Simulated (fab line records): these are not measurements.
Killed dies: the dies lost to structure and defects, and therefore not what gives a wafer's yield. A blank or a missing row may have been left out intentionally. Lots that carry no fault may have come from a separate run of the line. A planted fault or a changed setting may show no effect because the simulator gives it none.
fab line records    flow rit-cmos
[record] lots = 6  wafers = 18  last-day = 7
route steps=202 shown FOX2@24 NWELL@28 PWELL@39 WELLDRIVE@50 M1@202
lots untouched by any fault: they come from a run of this same line in which no faults occurred
start-h: hours from the record's opening day to when the first of the lot's shown wafers began    wait-h: hours since the lot's step before    " unchanged from the row above    L1.1+2: a row that stands for several wafers    - no value, or no start was given    * or withheld: withheld    < > ~ a bound
route shown NAME@n: a module of which the file shows steps, and the number in the route of the first    usual: mean/standard deviation taken from wafers without a fault    same: alike in all rows    chamber/n: place in a boat    sites: the reading at each site    _std_site: the values' standard deviation    _edge_site: the outer-site mean with the inner-site mean subtracted    radius-mm: for every site, how far away it sits from the centre of the wafer    mask NAME#n: copy n    behind: the tool/chamber that last shaped the wafer    hold: the reason the lot was held/the length of the hold in hours/how it ended    device: the transistor (n, p or np) that didn't switch    end of line: the tests these same wafers got at the end of their route    a step with no rows: only its recipe    killed: dies that structure and defects cost at the first sort, which is not the same as the wafer's yield    map: the dies of a wafer, with x for killed, . for not killed, _ for no die there
set.NAME: the setting that was run; set.NAME@STEP: the one run at that earlier step    model.NAME: the simulator's own value behind a step, which no gauge read
a table for each step, a row for each wafer; lots at some steps of the route
services: from which hour (start-h, from the record's first day; less than 0 if before it) a tool's chamber was out of use, for how many hours, and why
[[steps]]
[step RIT_FOX2_THK_MEAS_01]
[recipe] reads = SiO2_of_FOX2_OXIDATION_00
[usual] FOX2_OXIDE_THK = 353/6.9
lot.wafer  tool           chamber  start-h  wait-h  FOX2_OXIDE_THK[nm]
L228.1     film-metro-01  -        53.99    0.0     353
L228.4     "              -        "        "       345
L228.5     "              -        "        "       349
L231.2     film-metro-04  -        68.64    0.0     350
L231.3     "              -        "        "       351
L231.6     "              -        "        "       353
L233.1     film-metro-01  -        78.46    0.0     358
L233.4     "              -        "        "       353
L233.5     "              -        "        "       358
L239.1     film-metro-04  -        114.71   0.0     342
L239.3     "              -        "        "       344
L239.5     "              -        "        "       342
L241.1     film-metro-01  -        119.00   0.0     353
L241.3     "              -        "        "       355
L241.6     "              -        "        "       349
L244.1     film-metro-01  -        135.13   0.0     356
L244.2     "              -        "        "       357
L244.3     "              -        "        "       361
[step RIT_FOX2_CLEAN_02]
[recipe] chemistry = dHF  dilution = 50:1  time-s = 180
[step RIT_FOX2_WET_ETCH_03]
[recipe] chemistry = H3PO4  target = Si3N4  target-depth-nm = 195  temp-c = 165  time-s = 2700
[step RIT_FOX2_THK_MEAS_90]
[recipe] reads = SiO2_of_FOX2_OXIDATION_00
[usual] FIELD_OXIDE_LEFT_1_THK = 325/6.9
lot.wafer  tool           chamber  start-h  wait-h  FIELD_OXIDE_LEFT_1_THK[nm]
L228.1     film-metro-01  -        54.86    0.0     325
L228.4     "              -        "        "       318
L228.5     "              -        "        "       321
L231.2     film-metro-04  -        69.67    0.0     323
L231.3     "              -        "        "       324
L231.6     "              -        "        "       326
L233.1     film-metro-01  -        79.34    0.0     330
L233.4     "              -        "        "       326
L233.5     "              -        "        "       330
L239.1     film-metro-01  -        115.63   0.0     314
L239.3     "              -        "        "       316
L239.5     "              -        "        "       314
L241.1     film-metro-04  -        119.88   0.0     326
L241.3     "              -        "        "       327
L241.6     "              -        "        "       322
L244.1     film-metro-03  -        136.01   0.0     328
L244.2     "              -        "        "       330
L244.3     "              -        "        "       334
[step RIT_NWELL_HMDS_00]
[recipe] prime-time-s = 60  prime-temp-c = 140
[step RIT_NWELL_COAT_01]
[recipe] resist = NOVOLAK  spin-rpm = 2000  resist-thk-nm = 1300
[step RIT_NWELL_SOFTBAKE_02]
[recipe] resist = NOVOLAK  temp-c = 90  time-s = 60
[step RIT_NWELL_EXPOSE_03]
[recipe] mask-id = M2  na = 0.57  target-cd-nm = 43900  dose-mj = 250
[step RIT_NWELL_PEB_04]
[recipe] resist = NOVOLAK  temp-c = withheld  time-s = withheld
[step RIT_NWELL_DEVELOP_05]
[recipe] resist = NOVOLAK  develop-time-s = 68  dev-temp-c = 23
[step RIT_NWELL_OVL_MEAS_06]
[usual] NWELL_OVL = 1.3/1.3
lot.wafer  tool        chamber  start-h  wait-h  NWELL_OVL[nm]
L228.1     overlay-01  -        56.07    -       0.2
L228.4     "           -        "        "       2.2
L228.5     "           -        "        "       -0.1
L231.2     overlay-02  -        70.73    -       0.0
L231.3     "           -        "        "       0.9
L231.6     "           -        "        "       0.1
L233.1     overlay-02  -        80.28    -       1.4
L233.4     "           -        "        "       2.0
L233.5     "           -        "        "       2.7
L239.1     overlay-02  -        116.57   -       1.6
L239.3     "           -        "        "       2.6
L239.5     "           -        "        "       1.8
L241.1     overlay-01  -        121.01   -       1.8
L241.3     "           -        "        "       1.5
L241.6     "           -        "        "       0.6
L244.1     overlay-02  -        136.95   -       2.1
L244.2     "           -        "        "       0.1
L244.3     "           -        "        "       -0.6
[step RIT_NWELL_HARDBAKE_07]
[recipe] resist = NOVOLAK  temp-c = 140  time-s = 120
[step RIT_NWELL_IMPLANT_08]
[recipe] species = P  energy-kev = 170  dose-cm2 = 5e+13  tilt-deg = 7
[usual] dose-ions-cm2 = 5.001e+13/5.5e+10  faraday-current-uA = 159/3.2
lot.wafer  tool          chamber  start-h  wait-h  dose-ions-cm2  faraday-current-uA
L228.1     implanter-02  0        56.36    0.2     4.998e+13      159
L228.4     "             0        "        "       5.002e+13      162
L228.5     "             0        "        "       4.999e+13      165
L231.2     implanter-03  0        71.03    0.2     5.002e+13      158
L231.3     "             0        "        "       5.004e+13      160
L231.6     "             0        "        "       5.01e+13       154
L233.1     implanter-01  0        80.56    0.2     5.006e+13      162
L233.4     "             0        "        "       5.003e+13      155
L233.5     "             0        "        "       5.007e+13      159
L239.1     implanter-03  0        116.86   0.2     3.126e+13      99
L239.3     "             0        "        "       3.115e+13      100
L239.5     "             0        "        "       3.121e+13      99
L241.1     implanter-03  0        121.29   0.2     3.114e+13      101
L241.3     "             0        "        "       3.13e+13       101
L241.6     "             0        "        "       3.133e+13      96
L244.1     implanter-02  0        137.24   0.2     5.005e+13      162
L244.2     "             0        "        "       5.001e+13      160
L244.3     "             0        "        "       4.998e+13      154
[step RIT_NWELL_STRIP_09]
[recipe] chemistry = O2  time-s = 180  resist = NOVOLAK  platen-temp-c = withheld  power-w = 500  pressure-mtorr = 4000  o2-flow-sccm = 4000
[usual] drypump-motor-current-A = 5.5/0.44  rf-refl-power-W = 6.8/1.8
lot.wafer  tool             chamber  start-h  wait-h  drypump-motor-current-A  rf-hours-counter-h  rf-refl-power-W
L228.1     plasma-asher-04  0        56.51    0.1     5.5                      43                  3.8
L228.4     "                0        "        "       5.5                      -                   3.7
L228.5     "                0        "        "       5.5                      -                   3.8
L231.2     plasma-asher-03  0        71.16    0.1     6.3                      26                  7.0
L231.3     "                1        "        "       5.2                      -                   6.1
L231.6     "                1        "        "       5.2                      -                   6.0
L233.1     plasma-asher-03  0        80.71    0.1     6.4                      27                  7.4
L233.4     "                0        "        "       6.3                      -                   7.2
L233.5     "                1        "        "       5.2                      -                   6.6
L239.1     plasma-asher-04  1        117.01   0.1     4.9                      50                  9.1
L239.3     "                0        "        "       5.5                      -                   3.6
L239.5     "                1        "        "       5.0                      -                   9.3
L241.1     plasma-asher-04  1        121.44   0.1     4.9                      51                  9.2
L241.3     "                0        "        "       5.5                      -                   3.7
L241.6     "                1        "        "       5.0                      -                   9.0
L244.1     plasma-asher-03  0        137.39   0.1     6.3                      33                  7.3
L244.2     "                1        "        "       5.1                      33                  6.5
L244.3     "                0        "        "       6.4                      -                   7.4
[step RIT_NWELL_TW_MEAS_10]
[usual] NWELL_TW = 2149/24
lot.wafer  tool           chamber  start-h  wait-h  NWELL_TW
L228.1     film-metro-02  -        56.68    0.1     2117
L228.4     "              -        "        "       2112
L228.5     "              -        "        "       2116
L231.2     film-metro-02  -        71.34    0.1     2120
L231.3     "              -        "        "       2124
L231.6     "              -        "        "       2135
L233.1     film-metro-04  -        80.89    0.1     2170
L233.4     "              -        "        "       2157
L233.5     "              -        "        "       2161
L239.1     film-metro-04  -        117.18   0.1     1842
L239.3     "              -        "        "       1845
L239.5     "              -        "        "       1855
L241.1     film-metro-01  -        121.62   0.1     1860
L241.3     "              -        "        "       1874
L241.6     "              -        "        "       1864
L244.1     film-metro-04  -        137.56   0.1     2161
L244.2     "              -        "        "       2179
L244.3     "              -        "        "       2168
[step RIT_PWELL_HMDS_00]
[recipe] prime-time-s = 60  prime-temp-c = 140
[step RIT_PWELL_COAT_01]
[recipe] resist = NOVOLAK  spin-rpm = 2000  resist-thk-nm = 1300
[step RIT_PWELL_SOFTBAKE_02]
[recipe] resist = NOVOLAK  temp-c = 90  time-s = 60
[step RIT_PWELL_EXPOSE_03]
[recipe] mask-id = M3  na = 0.57  target-cd-nm = 43700  dose-mj = 250
[step RIT_PWELL_PEB_04]
[recipe] resist = NOVOLAK  temp-c = withheld  time-s = withheld
[step RIT_PWELL_DEVELOP_05]
[recipe] resist = NOVOLAK  develop-time-s = 68  dev-temp-c = 23
[step RIT_PWELL_OVL_MEAS_06]
[usual] PWELL_OVL = -0.6/1.3
lot.wafer  tool        chamber  start-h  wait-h  PWELL_OVL[nm]
L228.1     overlay-02  -        57.62    -       -0.5
L228.4     "           -        "        "       0.3
L228.5     "           -        "        "       -0.4
L231.2     overlay-01  -        72.41    -       1.1
L231.3     "           -        "        "       0.2
L231.6     "           -        "        "       1.0
L233.1     overlay-01  -        82.02    -       1.3
L233.4     "           -        "        "       -0.1
L233.5     "           -        "        "       0.4
L239.1     overlay-02  -        118.25   -       -2.0
L239.3     "           -        "        "       -1.4
L239.5     "           -        "        "       -1.1
L241.1     overlay-02  -        122.56   -       -0.8
L241.3     "           -        "        "       -0.4
L241.6     "           -        "        "       -0.6
L244.1     overlay-02  -        138.50   -       -0.7
L244.2     "           -        "        "       1.5
L244.3     "           -        "        "       1.5
[step RIT_PWELL_HARDBAKE_07]
[recipe] resist = NOVOLAK  temp-c = 140  time-s = 120
[step RIT_PWELL_IMPLANT_08]
[recipe] species = B  energy-kev = 170  dose-cm2 = 7e+13  tilt-deg = 7
[step RIT_PWELL_STRIP_09]
[recipe] chemistry = O2  time-s = 180  resist = NOVOLAK  platen-temp-c = withheld  power-w = 518.6  pressure-mtorr = 4000  o2-flow-sccm = 4000
[usual] drypump-motor-current-A = 5.6/0.43  rf-refl-power-W = 6.6/1.8
lot.wafer  tool             chamber  start-h  wait-h  drypump-motor-current-A  rf-hours-counter-h  rf-refl-power-W
L228.1     plasma-asher-04  1        58.06    0.1     4.9                      44                  9.2
L228.4     "                0        "        "       5.5                      -                   3.9
L228.5     "                0        "        "       5.5                      -                   3.8
L231.2     plasma-asher-03  1        72.84    0.1     5.2                      27                  6.5
L231.3     "                1        "        "       5.2                      -                   6.7
L231.6     "                1        "        "       5.2                      -                   6.4
L233.1     plasma-asher-04  1        82.46    0.1     5.0                      46                  9.5
L233.4     "                0        "        "       5.5                      -                   3.7
L233.5     "                0        "        "       5.5                      -                   3.9
L239.1     plasma-asher-04  0        118.68   0.1     5.5                      50                  3.9
L239.3     "                1        "        "       5.0                      -                   9.4
L239.5     "                1        "        "       5.0                      -                   9.5
L241.1     plasma-asher-02  0        123.00   0.1     5.8                      48                  6.6
L241.3     "                1        "        "       5.8                      -                   5.9
L241.6     "                1        "        "       5.8                      -                   6.0
L244.1     plasma-asher-02  1        138.94   0.1     5.8                      50                  5.8
L244.2     "                0        "        "       5.8                      50                  6.4
L244.3     "                0        "        "       5.7                      -                   6.3
[step RIT_PWELL_TW_MEAS_10]
[usual] PWELL_TW = 956/8.1
lot.wafer  tool           chamber  start-h  wait-h  PWELL_TW
L228.1     film-metro-01  -        58.24    0.1     966
L228.4     "              -        "        "       963
L228.5     "              -        "        "       962
L231.2     film-metro-01  -        73.03    0.1     961
L231.3     "              -        "        "       965
L231.6     "              -        "        "       962
L233.1     film-metro-04  -        82.63    0.1     956
L233.4     "              -        "        "       960
L233.5     "              -        "        "       955
L239.1     film-metro-04  -        118.86   0.1     952
L239.3     "              -        "        "       950
L239.5     "              -        "        "       952
L241.1     film-metro-02  -        123.17   0.1     942
L241.3     "              -        "        "       940
L241.6     "              -        "        "       941
L244.1     film-metro-02  -        139.11   0.1     939
L244.2     "              -        "        "       938
L244.3     "              -        "        "       941
[step RIT_WELLDRIVE_ANNEAL_00]
[recipe] temp-c = 1100  time-s = 14700  ambient = N2
[step RIT_WELLDRIVE_RS_MEAS_01]
[recipe] thk-meas-gauge = four-point-probe
[usual] NWELL_RS = 275.2/0.77
lot.wafer  tool           chamber  start-h  wait-h  NWELL_RS[ohm/sq]
L228.1     film-metro-04  -        63.48    0.0     275.7
L228.4     "              -        "        "       275.7
L228.5     "              -        "        "       275.3
L231.2     film-metro-04  -        78.59    0.0     274.7
L231.3     "              -        "        "       274.3
L231.6     "              -        "        "       274.6
L233.1     film-metro-01  -        87.81    0.0     274.2
L233.4     "              -        "        "       275.3
L233.5     "              -        "        "       275.1
L239.1     film-metro-04  -        124.00   0.0     369.7
L239.3     "              -        "        "       370.4
L239.5     "              -        "        "       369.2
L241.1     film-metro-04  -        130.66   0.0     366.2
L241.3     "              -        "        "       367.4
L241.6     "              -        "        "       366.3
L244.1     film-metro-04  -        144.26   0.0     273.5
L244.2     "              -        "        "       273.3
L244.3     "              -        "        "       273.3
[step RIT_WELLDRIVE_RS_MEAS_02]
[recipe] thk-meas-gauge = four-point-probe
[usual] PWELL_RS = 429.1/1.1
lot.wafer  tool           chamber  start-h  wait-h  PWELL_RS[ohm/sq]
L228.1     film-metro-04  -        63.60    0.1     428.2
L228.4     "              -        "        "       428.3
L228.5     "              -        "        "       428.1
L231.2     film-metro-04  -        78.71    0.1     428.6
L231.3     "              -        "        "       427.3
L231.6     "              -        "        "       428.1
L233.1     film-metro-01  -        87.93    0.1     430.3
L233.4     "              -        "        "       428.1
L233.5     "              -        "        "       429.7
L239.1     film-metro-04  -        124.12   0.1     428.3
L239.3     "              -        "        "       428.4
L239.5     "              -        "        "       427.4
L241.1     film-metro-04  -        130.78   0.1     429.6
L241.3     "              -        "        "       428.7
L241.6     "              -        "        "       428.2
L244.1     film-metro-04  -        144.38   0.1     428.6
L244.2     "              -        "        "       428.8
L244.3     "              -        "        "       427.4
[step RIT_M1_PROBE_99]
[usual] killed-at-contacts = 0.1/0.25  killed-at-front-end = 7.1/2.9  killed-dies = 7.2/2.9  killed-open = 3.6/1.9  killed-short = 3.5/1.9
[same] gross-dies = 264  killed_at_M0_to_M3 = 0  killed_at_M4_up = 0  killed-at-back-side = 0  killed-at-other = 0
lot.wafer  tool       chamber  start-h  wait-h  killed-at-contacts  killed-at-front-end  killed-dies  killed-open  killed-short  model.etest.pmos_0p3.r-on-ohm-um  model.etest.pmos-turned.r-on-ohm-um  model.etest.pmos_0p15.r-on-ohm-um  model.etest.nwell-pinched.rs-ohm-sq  model.etest.well-edge-left.line-ohm-um  model.etest.well-edge-right.line-ohm-um  model.etest.pmos_0p15.drive-ua-um  model.etest.pmos-turned.drive-ua-um
L228.1     prober-01  -        91.53    0.1     0                   9                    9            6            3             6295                              3427                                 2784                               338.4                                183.7                                   186.7                                    253.2                              192.8
L228.4     prober-01  -        91.68    0.2     0                   9                    9            5            4             6158                              3450                                 2767                               335.7                                181.8                                   181.4                                    255.9                              188.2
L228.5     prober-01  -        91.73    0.2     0                   10                   10           1            9             6223                              3423                                 2749                               336.7                                181.9                                   185.1                                    258.5                              189.9
L231.2     prober-01  -        107.70   0.1     1                   10                   11           7            4             6492                              3806                                 2974                               337.4                                182.1                                   182.7                                    240                                164.3
L231.3     prober-01  -        107.75   0.2     0                   4                    4            3            1             6447                              3664                                 2920                               338.1                                182.4                                   179.8                                    241.8                              174
L231.6     prober-01  -        107.90   0.2     0                   12                   12           8            4             6408                              3713                                 2959                               340.5                                183                                     184.9                                    242.3                              172.2
L233.1     prober-01  -        117.56   0.1     0                   7                    7            4            3             6364                              3419                                 2719                               336.7                                181                                     179.8                                    258.2                              190.6
L233.4     prober-01  -        117.71   0.2     0                   4                    4            2            2             6256                              3432                                 2762                               334.3                                184.1                                   183                                      256.8                              188.5
L233.5     prober-01  -        117.76   0.2     0                   5                    5            4            1             6280                              3386                                 2747                               339.8                                180.5                                   177.4                                    258.7                              191
L239.1     prober-01  -        153.67   0.1     1                   8                    9            4            5             6186                              3462                                 2803                               467.7                                253.8                                   255.5                                    257.7                              193.2
L239.3     prober-01  -        153.77   0.2     0                   10                   10           5            5             6172                              3493                                 2796                               464.6                                255.7                                   254.6                                    256.4                              190.6
L239.5     prober-01  -        153.87   0.2     0                   12                   12           4            8             6154                              3630                                 2887                               466.7                                257.2                                   255.5                                    252.2                              182.6
L241.1     prober-01  -        161.14   0.1     0                   11                   11           6            4             6027                              3173                                 2550                               455.7                                254.7                                   253.6                                    284.9                              216.5
L241.3     prober-01  -        161.24   0.2     0                   9                    9            6            3             5830                              3026                                 2473                               453.3                                255.1                                   254                                      298.1                              229.6
L241.6     prober-01  -        161.39   0.2     0                   10                   10           6            4             5884                              3027                                 2480                               451.6                                252.5                                   254.9                                    294.2                              224.9
L244.1     prober-01  -        172.48   0.1     0                   8                    8            2            6             6332                              3412                                 2742                               333                                  179.7                                   181.1                                    256.8                              188.6
L244.2     prober-01  -        172.53   0.1     0                   10                   10           2            8             6358                              3456                                 2730                               337.4                                182                                     181.2                                    256.6                              187.4
L244.3     prober-01  -        172.58   0.2     0                   9                    9            5            4             6374                              3450                                 2745                               336.8                                181.9                                   179.8                                    254.3                              185.9
// killed by level:class
L228.1 FOX1:geometric-particle:open=2 REOX:geometric-particle:open=2 GATE:geometric-particle:short=1 REOX:geometric-particle:short=1 SPACER:geometric-particle:open=1 SILICIDE:geometric-particle:short=1 SILICIDE:geometric-particle:open=1
L228.4 REOX:geometric-particle:open=2 REOX:geometric-particle:short=2 FOX2:geometric-particle:short=1 GATE:geometric-particle:open=1 SPACER:geometric-particle:open=1 SILICIDE:geometric-particle:short=1 SILICIDE:geometric-particle:open=1
L228.5 GATE:geometric-particle:short=4 FOX1:geometric-particle:short=2 REOX:geometric-particle:short=2 GATE:geometric-particle:open=1 SPACER:geometric-particle:short=1
L231.2 GATE:geometric-particle:open=3 GATE:geometric-particle:short=3 FOX2:geometric-particle:open=2 FOX1:geometric-particle:open=1 REOX:geometric-particle:short=1 CONTACT:geometric-particle:open=1
L231.3 GATE:geometric-particle:open=1 REOX:geometric-particle:open=1 SPACER:geometric-particle:open=1 SILICIDE:geometric-particle:short=1
L231.6 GATE:geometric-particle:open=3 SPACER:geometric-particle:open=3 GATE:geometric-particle:short=2 FOX1:geometric-particle:open=1 REOX:geometric-particle:short=1 SPACER:geometric-particle:short=1 SILICIDE:geometric-particle:open=1
L233.1 FOX2:geometric-particle:short=2 GATE:geometric-particle:open=2 GATE:geometric-particle:short=1 REOX:geometric-particle:open=1 SILICIDE:geometric-particle:open=1
L233.4 SILICIDE:geometric-particle:open=2 REOX:geometric-particle:short=1 SPACER:geometric-particle:short=1
L233.5 SILICIDE:geometric-particle:open=2 FOX2:geometric-particle:open=1 GATE:geometric-particle:open=1 GATE:geometric-particle:short=1
L239.1 FOX1:geometric-particle:open=1 FOX1:geometric-particle:short=1 FOX2:geometric-particle:short=1 GATE:geometric-particle:open=1 REOX:geometric-particle:short=1 SPACER:geometric-particle:open=1 SILICIDE:geometric-particle:short=1 SILICIDE:geometric-particle:open=1
L239.3 GATE:geometric-particle:short=4 FOX1:geometric-particle:open=2 GATE:geometric-particle:open=2 SPACER:geometric-particle:open=1 SPACER:geometric-particle:short=1
L239.5 SPACER:geometric-particle:short=4 GATE:geometric-particle:short=3 GATE:geometric-particle:open=2 FOX1:geometric-particle:short=1 FOX2:geometric-particle:open=1 SILICIDE:geometric-particle:open=1
L241.1 GATE:geometric-particle:open=3 REOX:geometric-particle:open=3 GATE:geometric-particle:short=2 FOX2:geometric-particle:short=1 SILICIDE:geometric-particle:short=1 GATE:coat-microbubble-printed=1
L241.3 GATE:geometric-particle:open=4 FOX1:geometric-particle:short=2 FOX1:geometric-particle:open=2 SPACER:geometric-particle:short=1
L241.6 FOX1:geometric-particle:open=2 FOX2:geometric-particle:short=2 GATE:geometric-particle:open=2 REOX:geometric-particle:open=2 GATE:geometric-particle:short=1 REOX:geometric-particle:short=1
L244.1 REOX:geometric-particle:short=3 SILICIDE:geometric-particle:short=2 GATE:geometric-particle:open=1 GATE:geometric-particle:short=1 REOX:geometric-particle:open=1
L244.2 REOX:geometric-particle:short=3 FOX2:geometric-particle:short=2 GATE:geometric-particle:short=2 GATE:geometric-particle:open=2 FOX1:geometric-particle:short=1
L244.3 FOX2:geometric-particle:short=2 REOX:geometric-particle:open=2 FOX1:geometric-particle:open=1 FOX2:geometric-particle:open=1 GATE:geometric-particle:short=1 GATE:geometric-particle:open=1 REOX:geometric-particle:short=1
[[services]]
tool             chamber  start-h  hours  kind
implanter-01     -        37.76    1.9    repair
plasma-asher-04  -        52.02    1.9    repair
implanter-03     -        86.57    2.8    repair
implanter-02     -        98.49    0.9    repair
implanter-02     -        109.12   0.7    repair
plasma-asher-02  -        109.32   2.8    pm
implanter-01     -        132.63   5.5    pm
[[key]]
[first-sign] step = RIT_NWELL_IMPLANT_08  reading = dose-ions-cm2  direction = down  sigmas = 99+  usual = 5.001e+13  struck = 3.123e+13
[effect] step = RIT_NWELL_IMPLANT_08  reading = faraday-current-uA  direction = down  sigmas = 19  usual = 159  struck = 99
[effect] step = RIT_NWELL_TW_MEAS_10  reading = NWELL_TW  direction = down  sigmas = 12  usual = 2149  struck = 1857
[effect] step = RIT_WELLDRIVE_RS_MEAS_01  reading = NWELL_RS  direction = up  sigmas = 99+  usual = 275.2  struck = 368.2
[model-effect] step = RIT_M1_PROBE_99  value = etest.pmos_0p3.r-on-ohm-um  without = 6429  struck = 6042
met-at RIT_NWELL_IMPLANT_08
struck-wafers L239.1,L239.3,L239.5,L241.1,L241.3,L241.6
tester-left-out L239,L241
onset-between 71.03 116.86
[fault] kind = process-parameter-drift  tool = implanter-03  chamber = -  onset-h = 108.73  steps = RIT_NWELL_IMPLANT_08  channel = dose-cm2  offset = -1.8802e+13  shape = step  end-h = 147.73  acts-in = these-recipes-only  stated = 5e+13
// tester-left-out: of these lots the tester's yield and bins aren't shown, on N5 and GAA mostly nor the transistor test; their killed dies are dies lost to structure and defects alone, not to doping, threshold or leakage, so they don't give the yield
